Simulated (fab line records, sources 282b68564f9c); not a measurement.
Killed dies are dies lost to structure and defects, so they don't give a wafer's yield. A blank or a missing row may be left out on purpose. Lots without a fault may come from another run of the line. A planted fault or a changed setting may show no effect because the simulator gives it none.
Which tool did it? | flow rit_cmos | 15 lots, 45 wafers sampled, at 1 step of a route of 202

WHAT THE GAUGES READ, wafer by wafer
The record holds no reading of a measuring or inspecting step that can be judged against a usual standard deviation.

WHICH TOOL RAN EACH LOT (tool, then ch and the chambers of the sampled wafers, then the start)
lot  | RIT_CONTACT_EXPOSE_05
L448 | iline_stepper-02 ch 0, day 3 03:25
L449 | iline_stepper-02 ch 0, day 3 08:45
L451 | iline_stepper-02 ch 0, day 3 18:09
L454 | iline_stepper-02 ch 0, day 4 08:28
L455 | iline_stepper-02 ch 0, day 4 14:50
L456 | iline_stepper-02, day 4 19:44
L457 | iline_stepper-02, day 5 01:25
L458 | iline_stepper-02, day 5 06:17
L459 | iline_stepper-02 ch 0, day 5 09:38
L464 | iline_stepper-02 ch 0, day 6 12:14
L465 | iline_stepper-01 ch 0, day 6 16:04
L467 | iline_stepper-02 ch 0, day 7 03:22
L469 | iline_stepper-01 ch 0, day 7 16:54
L470 | iline_stepper-02 ch 0, day 7 19:13
L471 | iline_stepper-02 ch 0, day 8 00:17
- RIT_CONTACT_EXPOSE_05: exposes mask M11, target cd 1000 nm.

WHAT THE TOOLS THEMSELVES READ (means of the sampled wafers that have a number; where no wafer has one, the mark that the record gives instead)
RIT_CONTACT_EXPOSE_05. Usual: exposure_dose_mJ_cm2 249.99, standard deviation 0.28; focus_offset_nm 0.1 nm, standard deviation 0.53; stage_vel_mm_s 500.00 mm/s, standard deviation 0.25.
lot  | tool             | exposure_dose_mJ_cm2 | focus_offset_nm (nm) | stage_vel_mm_s (mm/s) | flag
L448 | iline_stepper-02 | 250.03               | 0.4                  | 500.16                |
L449 | iline_stepper-02 | 250.59               | 0.3                  | 499.85                |
L451 | iline_stepper-02 | 249.64               | 0.0                  | 500.00                |
L454 | iline_stepper-02 | 249.73               | -0.4                 | 500.15                |
L455 | iline_stepper-02 | 249.72               | 1.0                  | 499.89                |
L456 | iline_stepper-02 | -                    | -                    | -                     | OFF
L457 | iline_stepper-02 | -                    | -                    | -                     | OFF
L458 | iline_stepper-02 | -                    | -                    | -                     | OFF
L459 | iline_stepper-02 | 249.71               | -0.5                 | 500.27                |
L464 | iline_stepper-02 | 249.78               | 0.4                  | 499.95                |
L465 | iline_stepper-01 | 249.64               | 0.3                  | 500.08                |
L467 | iline_stepper-02 | 249.93               | 0.6                  | 500.23                |
L469 | iline_stepper-01 | 249.72               | 0.1                  | 500.02                |
L470 | iline_stepper-02 | 250.36               | -0.2                 | 499.76                |
L471 | iline_stepper-02 | 250.22               | -0.6                 | 500.12                |

THE ANSWER, worked out from the rows above alone
Rule: a lot is off if the mean of its wafers that have a number lies more than 3 standard deviations from the usual mean. A lot without any number at a reading at which 4 lots or more have one is off too. The other lots that the step has rows for count as sound. The gauges are gone through in route order, then the tools' own readings, and for those a lot's mean is taken as printed above. The first step at which some lot is off is used, and at that step the reading that is off furthest; a lot without a number counts as furthest.
Off: L456, L457, L458, at RIT_CONTACT_EXPOSE_05 (exposure_dose_mJ_cm2). Without a number there: L456, L457, L458.
A tool fits if, at that step or a process step before it, it ran every lot that is off, and no sound lot after the first of them. None of those tried fits.

WHAT THE SIMULATOR HAD PUT IN
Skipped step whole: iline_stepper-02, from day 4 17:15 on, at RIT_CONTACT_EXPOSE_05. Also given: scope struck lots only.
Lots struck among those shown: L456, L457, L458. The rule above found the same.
